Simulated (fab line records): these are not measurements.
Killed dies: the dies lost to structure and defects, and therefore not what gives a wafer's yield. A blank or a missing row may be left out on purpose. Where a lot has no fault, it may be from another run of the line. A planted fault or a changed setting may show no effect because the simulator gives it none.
Split-lot experiment ; flow berkeley-cmos170 ; route with 331 steps; 5 lots, 23 wafers read

ON THE SPLIT
At UCB170_M3_METAL_ETCH_18 (etches Al in Cl2/BCl3, stops on SiO2, target depth 1170 nm, time 195 s), the setting time-s was moved away from the recipe's 195 s on 9 of the 23 wafers read, by -14.3% to -4.4%. All remaining wafers had this setting at the recipe value.

No step appears in the file between the split and the reading.

THE READING
oes-product-au, in a.u., at UCB170_M3_STRIP_19 (strips in O2). Typical for fault-free wafers on this fab line: 0.529 a.u., with standard deviation 0.012 a.u.

wafer;tool, chamber at the split;time-s as run, s;against the recipe;oes-product-au, a.u.;against lot-mates on the recipe
L074.1;rie-metal-04, 1;195;recipe;0.530;-
L074.3;rie-metal-04, 1;186.2;-4.5%;0.583;+0.058
L074.4;rie-metal-04, 0;195;recipe;0.516;-
L074.5;rie-metal-04, 0;186.2;-4.5%;0.546;+0.021
L074.6;rie-metal-04, 1;195;recipe;0.530;-
L080.2;rie-metal-04, 1;167.2;-14.3%;0.629;+0.113
L080.3;rie-metal-04, 1;167.2;-14.3%;0.638;+0.122
L080.4;rie-metal-04, 0;195;recipe;0.516;-
L080.5;rie-metal-04, 1;167.2;-14.3%;0.650;+0.134
L080.6;rie-metal-04, 0;195;recipe;0.515;-
L082.1;rie-metal-03, 1;195;recipe;0.554;-
L082.2;rie-metal-03, 0;186.5;-4.4%;0.557;+0.010
L082.4;rie-metal-03, 1;186.5;-4.4%;0.584;+0.037
L082.5;rie-metal-03, 1;195;recipe;0.554;-
L082.6;rie-metal-03, 0;195;recipe;0.533;-
L081.2;rie-metal-04, 1;195;recipe;0.534;-
L081.3;rie-metal-04, 0;195;recipe;0.516;-
L081.4;rie-metal-04, 1;170.9;-12.4%;0.611;+0.080
L081.5;rie-metal-04, 0;170.9;-12.4%;0.605;+0.074
L081.6;rie-metal-04, 1;195;recipe;0.542;-
L084.1;rie-metal-03, 0;195;recipe;0.514;-
L084.5;rie-metal-03, 1;195;recipe;0.548;-
L084.6;rie-metal-03, 0;195;recipe;0.510;-

FIT RESULTS
A straight line over all 23 wafers: oes-product-au changes by -0.00728 a.u. for each +1% of time-s; r = -0.94; the points scatter about the line by 0.015 a.u.
The same after taking each lot's own level away (the mean of its wafers on the recipe; 23 wafers): -0.00788 a.u. for each +1%; r = -0.95; scatter 0.014 a.u.
According to that fit, moving time-s by its largest amount changes the reading by 0.11 a.u.
The lots' own levels span 0.5155 to 0.5470 a.u., that is 2.6 times the standard deviation above.
Hence the lot-to-lot level has little effect on the slope; both slopes agree.
Check: +0.111 a.u. against its lot-mates is what the line predicts for one of the wafers moved furthest among these (-14.3%) when that wafer is left out of the fit. It came out at +0.113 a.u. against them.
Tool readings at the split's step, against how far the setting was moved: oes-product-au r = -0.94.

OTHER SPLITS ON THESE WAFERS
Other splits were also applied to these wafers ahead of the reading. Each is held against what the fit with the lots' levels taken away leaves over:
other split on the same wafers;wafers away from the commonest value;r with oes-product-au (lot level and that fit taken away)
UCB170_CONTACT_CVD_01 time-s;10;+0.00
UCB170_CONTACT_ETCH_17 bias-w;10;-0.13
UCB170_M1_EXPOSE_06 dose-mj;8;-0.28
UCB170_M1_METAL_ETCH_12 icp-w;9;+0.33
UCB170_V2_ETCH_14 rf-w;6;+0.07

THE WHOLE CHAIN: every reading that the file lists as answering this split, in the file's order
step;what it does;reading;change (the file's fit);r (the file's)
UCB170_M3_METAL_ETCH_18;etches Al in Cl2/BCl3, stops on SiO2, target depth 1170 nm, time 195 s;oes-product-au;-0.00672 a.u. for each +1% of the setting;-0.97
UCB170_M3_METAL_ETCH_18;etches Al in Cl2/BCl3, stops on SiO2, target depth 1170 nm, time 195 s;KrF_of_M3_COAT_10.thk-nm (the simulator's own value, which no gauge read);-7.48 nm for each +1% of the setting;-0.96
UCB170_M3_METAL_ETCH_18;etches Al in Cl2/BCl3, stops on SiO2, target depth 1170 nm, time 195 s;SiO2_of_V2_CVD_00.thk-nm (the simulator's own value, which no gauge read);-0.575 nm for each +1% of the setting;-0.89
UCB170_M3_STRIP_19;strips in O2;oes-product-au;-0.00758 a.u. for each +1% of the setting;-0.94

THE FILE'S OWN FIT
oes-product-au changes by -0.00758 a.u. for each +1% of time-s, r = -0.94.
